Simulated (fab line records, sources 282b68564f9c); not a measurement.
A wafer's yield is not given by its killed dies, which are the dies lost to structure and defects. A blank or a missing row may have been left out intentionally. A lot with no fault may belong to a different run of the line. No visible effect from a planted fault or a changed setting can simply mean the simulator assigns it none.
Split-lot experiment	flow rit cmos	on a route of 202 steps: 5 lots, 27 wafers read

== THE SPLIT ITSELF ==
At RIT_GATE_ETCH_19 (etches poly-Si in SF6/CHF3/O2, stops on SiO2, time 165 s, target depth 312.5 nm), the setting target depth a was moved away from the recipe's 3125 angstrom on 12 of the 27 wafers read, by -41.8% to +52.0%. For the rest of the wafers, this setting stayed at what the recipe calls for.

The split's own step is where the reading is taken.

== THE READING ==
oes product au, in a.u., at RIT_GATE_ETCH_19 (etches poly-Si in SF6/CHF3/O2, stops on SiO2, time 165 s, target depth 312.5 nm). On this fab line, fault-free wafers typically give 0.848 a.u. with a standard deviation of 0.012 a.u.

wafer	tool, chamber at the split	target depth a as run, angstrom	against the recipe	oes product au, a.u.	against lot-mates on the recipe
L076.1	rie si-01, 2	3125	recipe	0.860	-
L076.2	rie si-01, 0	3125	recipe	0.870	-
L076.3	rie si-01, 3	4097	+31.1%	0.707	-0.145
L076.4	rie si-01, 1	4097	+31.1%	0.724	-0.128
L076.5	rie si-01, 3	3125	recipe	0.825	-
L076.6	rie si-01, 2	4097	+31.1%	0.727	-0.125
L077.1	rie si-02, 0	4750	+52.0%	0.647	-0.211
L077.2	rie si-02, 1	3125	recipe	0.854	-
L077.3	rie si-02, 2	4750	+52.0%	0.658	-0.200
L077.4	rie si-02, 3	3125	recipe	0.863	-
L077.5	rie si-02, 0	4750	+52.0%	0.643	-0.215
L077.6	rie si-02, 3	3125	recipe	0.857	-
L079.1	rie si-02, 1	3125	recipe	0.837	-
L079.4	rie si-02, 2	3125	recipe	0.848	-
L079.6	rie si-02, 2	3125	recipe	0.856	-
L080.1	rie si-01, 3	3125	recipe	0.823	-
L080.2	rie si-01, 1	1818	-41.8%	0.971	+0.135
L080.3	rie si-01, 0	1818	-41.8%	1.033	+0.197
L080.4	rie si-01, 2	1818	-41.8%	1.005	+0.169
L080.5	rie si-01, 3	3125	recipe	0.826	-
L080.6	rie si-01, 0	3125	recipe	0.860	-
L084.1	rie si-01, 2	3125	recipe	0.853	-
L084.2	rie si-01, 3	3125	recipe	0.832	-
L084.3	rie si-01, 1	3675	+17.6%	0.764	-0.084
L084.4	rie si-01, 0	3675	+17.6%	0.762	-0.086
L084.5	rie si-01, 0	3125	recipe	0.860	-
L084.6	rie si-01, 3	3675	+17.6%	0.740	-0.108

THE FIT
A straight line over all 27 wafers: oes product au changes by -0.00388 a.u. for each +1% of target depth a; r = -0.98; the points scatter about the line by 0.018 a.u.
The same after taking each lot's own level away (the mean of its wafers on the recipe; 27 wafers): -0.00408 a.u. for each +1%; r = -0.99; scatter 0.016 a.u.
That fit puts the effect of the largest move of target depth a on the reading at 0.21 a.u.
Across the lots, their own levels run from 0.8363 to 0.8580 a.u., a range of 1.8 times the standard deviation given above.
So the lot-to-lot level changes the slope little: the two slopes agree.
Check: -0.216 a.u. against its lot-mates is what the line predicts for one of the wafers moved furthest among these (+52.0%) when that wafer is left out of the fit. Against them it came out at -0.211 a.u.
Tool readings at the split's step, against how far the setting was moved: oes product au r = -0.98.

== OTHER SPLITS ON THESE WAFERS ==
Before the reading, these wafers also passed through other splits. Each is held against what the fit with the lots' levels taken away leaves over:
other split on the same wafers	wafers away from the commonest value	r with oes product au (lot level and that fit taken away)
RIT_ACTIVE_ETCH_13 time s	6	-0.01

== THE WHOLE CHAIN: every reading that the file lists as answering this split, in the file's order ==
step	what it does	reading	change (the file's fit)	r (the file's)
RIT_GATE_ETCH_19	etches poly-Si in SF6/CHF3/O2, stops on SiO2, time 165 s, target depth 312.5 nm	oes product au	-0.00411 a.u. for each +1% of the setting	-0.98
RIT_GATE_ETCH_19	etches poly-Si in SF6/CHF3/O2, stops on SiO2, time 165 s, target depth 312.5 nm	NOVOLAK_of_GATE_COAT_11.thk nm (the simulator's own value, which no gauge read)	-0.775 nm for each +1% of the setting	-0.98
RIT_M1_PROBE_99		etest.pmos turned.r on ohm um (the simulator's own value, which no gauge read)	-6.53 for each +1% of the setting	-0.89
RIT_M1_PROBE_99		etest.pmos_0p15.r on ohm um (the simulator's own value, which no gauge read)	-4.46 for each +1% of the setting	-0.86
RIT_M1_PROBE_99		etest.pmos_0p15.drive ua um (the simulator's own value, which no gauge read)	+0.702 for each +1% of the setting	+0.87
RIT_M1_PROBE_99		etest.pmos turned.drive ua um (the simulator's own value, which no gauge read)	+0.634 for each +1% of the setting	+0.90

== THE FILE'S OWN FIT ==
oes product au changes by -0.00411 a.u. for each +1% of target depth a, r = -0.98.
